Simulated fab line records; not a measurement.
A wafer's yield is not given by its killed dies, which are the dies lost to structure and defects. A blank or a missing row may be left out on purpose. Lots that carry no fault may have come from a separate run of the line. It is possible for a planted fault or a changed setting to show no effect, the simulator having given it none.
One fault through the eyes of 2 desks ; flow berkeley cmos170 ; numbers are kept per desk, each desk with only its own; the story behind them comes last

THE TOOL OWNER'S DESK: litho track-04
The tool's own readings at UCB170_NLDD_COAT_01 (resist thk 900 nm): means of the sampled wafers that have a number, for each lot that ran on this tool. Any lot whose mean is over 4 standard deviations away from the usual mean is out of limits and marked OUT; that distance is given in the brackets.
Columns: A = chill plate temp C at UCB170_NLDD_COAT_01, usual 23.02 C
lot;first seen here;A
L746;day 8 21:15;22.90
L747;day 9 07:52;22.98
L752;day 9 22:01;22.99
L753;day 10 05:35;22.98
This desk's verdict: no lot among the 4 shows anything out of limits.

METROLOGY DESK
What the gauges read, lot by lot, whatever tool the lot ran on: means of the sampled wafers that have a number. Any lot whose mean is over 4 standard deviations away from the usual mean is out of limits and marked OUT; that distance is given in the brackets.
Columns: A = GATE_POLY_THK at UCB170_GATE_THK_MEAS_05, usual 213.3 nm; B = cd nm at UCB170_PLDD_CD_MEAS_06, usual 1199.7 nm; C = cd nm at UCB170_NLDD_CD_MEAS_06, usual 1199.7 nm; D = PSD_TW at UCB170_PSD_TW_MEAS_10, usual 2343
lot;first seen here;A;B;C;D
L735;day 5 07:30;211.8;1198.2;1199.9;2345
L737;day 6 13:10;211.5;1201.9;1199.5;2356
L738;day 6 18:25;213.4;1198.1;1198.8;2355
L739;day 6 18:25;216.6;1202.6;1200.5;2323
L741;day 7 04:53;212.5;1199.3;1199.5;2356
L744;day 7 15:50;211.7;1201.0;1201.4;2368
L745;day 8 01:22;213.0;1198.7;1199.1;2341
L746;day 8 11:23;212.6;1198.8;1198.1;2362
L747;day 9 02:45;211.6;1200.4;1198.6;2370
L752;day 9 17:18;213.3;1199.5;1191.6 (-7.4) OUT;2359
L753;day 10 00:09;213.9;1198.2;1194.0 (-5.2) OUT;2360
L754;day 10 00:09;210.9;1201.1;1199.4;2316
L755;day 10 10:54;213.7;1201.0;1199.0;2364
L756;day 10 10:57;213.6;1199.1;1200.7;2355
This desk's finding: out of limits on L752, L753; first on L752, day 9 23:07 (cd nm at UCB170_NLDD_CD_MEAS_06). L735, L737, L738, L739, L741, L744, L745, L746, L747, L754, L755, L756: within limits.

BROUGHT TOGETHER
At day 9 23:07 the metrology desk could have sounded an alarm, on L752, L753.
The tool owner's desk saw nothing out of limits.
On record at the tool owner's desk: L752, L753, within its limits.
Every lot named ran UCB170_NLDD_COAT_01 on litho track-04.

WHAT HAD BEEN PUT IN BY THE SIMULATOR
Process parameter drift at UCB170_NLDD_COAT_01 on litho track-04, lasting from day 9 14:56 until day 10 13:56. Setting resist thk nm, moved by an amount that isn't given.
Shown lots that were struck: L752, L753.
Delay in hours, fault start to first out-of-limits reading, per desk: metrology desk 8.
